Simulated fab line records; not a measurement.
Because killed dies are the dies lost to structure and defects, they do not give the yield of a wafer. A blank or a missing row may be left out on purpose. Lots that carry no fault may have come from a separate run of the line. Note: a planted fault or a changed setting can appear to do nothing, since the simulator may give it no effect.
Check for tools in common	flow rit-cmos	Lots sampled 14, wafers sampled 42

## WHAT PROMPTED THE OPENING
At RIT_NRETRO_OVL_MEAS_06 the reading NRETRO_OVL is flagged on 2 of 14 lots. Wafers without a fault read -0.6 nm, standard deviation 1.5.
Rule: a lot is flagged when every wafer of it that has a number lies more than 4 standard deviations from that mean, or none has a number. The other lots count as sound.

lot	measured	on	NRETRO_OVL (nm), wafer by wafer	flag
L950	day 2 05:19	overlay-01	-0.9 -0.6 -1.1	
L951	day 2 11:43	overlay-01	0.3 -1.4 -0.9	
L952	day 2 20:55	overlay-02	0.3 -1.7 -2.9	
L954	day 3 07:45	overlay-01	-0.8 -0.6 0.4	
L955	day 3 07:59	overlay-01	0.8 0.6 -0.1	
L956	day 3 13:19	overlay-01	1.0 0.5 0.4	
L957	day 3 17:04	overlay-02	-1.8 -2.1 -3.0	
L958	day 3 22:17	overlay-02	-1.6 -1.3 -0.6	
L959	day 4 03:47	overlay-02	-0.3 -1.7 -2.4	
L962	day 4 17:55	overlay-02	-301.0 -300.7 -301.0	FLAGGED
L963	day 4 22:21	overlay-01	-1.0 0.8 -2.0	
L966	day 5 14:37	overlay-02	-305.7 -305.0 -304.8	FLAGGED
L967	day 5 18:13	overlay-01	1.8 0.1 -0.7	
L970	day 6 09:02	overlay-02	1.7 2.6 0.8	
Averaged over the flagged lots the numbers come to -303.0 nm, -302.4 nm from the usual (-99 or more standard deviations).

## LOT BY LOT: THE TOOL USED
The record keeps 1 process step preceding the reading, out of 202 steps on the route. Read each cell as the tool, then ch plus the chambers that the sampled wafers visited, then the start.
lot	flag	RIT_NRETRO_EXPOSE_03
L950		iline-stepper-02 ch 0, day 2 04:55
L951		iline-stepper-01 ch 0, day 2 11:17
L952		iline-stepper-01 ch 0, day 2 20:29
L954		iline-stepper-01 ch 0, day 3 07:20
L955		iline-stepper-02 ch 0, day 3 07:35
L956		iline-stepper-01 ch 0, day 3 12:55
L957		iline-stepper-01 ch 0, day 3 16:40
L958		iline-stepper-02 ch 0, day 3 21:52
L959		iline-stepper-02 ch 0, day 4 03:22
L962	FLAGGED	iline-stepper-01 ch 0, day 4 17:29
L963		iline-stepper-02 ch 0, day 4 21:58
L966	FLAGGED	iline-stepper-01 ch 0, day 5 14:13
L967		iline-stepper-02 ch 0, day 5 17:48
L970		iline-stepper-02 ch 0, day 6 08:37
What the steps here do:
- RIT_NRETRO_EXPOSE_03: exposes mask M4, target cd 43900 nm.
- RIT_NRETRO_OVL_MEAS_06

## FLAGGED OVER TOTAL, TOOL BY TOOL (the gauges that took the reading come last)
step	tool	lots run	flagged	share of the flagged lots	sound lots run after its first flagged lot
RIT_NRETRO_EXPOSE_03	iline-stepper-01	7	2	all	0
RIT_NRETRO_EXPOSE_03	iline-stepper-02	7	0	none	-
RIT_NRETRO_OVL_MEAS_06	overlay-01	7	0	none	-
RIT_NRETRO_OVL_MEAS_06	overlay-02	7	2	all	1 (L970)

## WHAT THE TABLE PERMITS
Table rows that saw every flagged lot: 2, namely iline-stepper-01 at RIT_NRETRO_EXPOSE_03 and overlay-02 at RIT_NRETRO_OVL_MEAS_06.
- iline-stepper-01 at RIT_NRETRO_EXPOSE_03 ran 7 lots, 2 of them flagged. Last sound lot L957 at day 3 16:40, first flagged lot L962 at day 4 17:29; a fault beginning in between fits.
- overlay-02 at RIT_NRETRO_OVL_MEAS_06 ran 7 lots, 2 of them flagged. Lots that were sound ran on it after the first flagged one (L970); a persistent fault on the entire tool would not allow that.
Left over: one tool, iline-stepper-01 at RIT_NRETRO_EXPOSE_03.

## WHAT THE SIMULATOR HAD PUT IN
Scanner matching overlay: iline-stepper-01, from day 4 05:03 on, at RIT_NRETRO_EXPOSE_03. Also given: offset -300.
Struck lots among those shown: L962, L966. The rule above found the same.
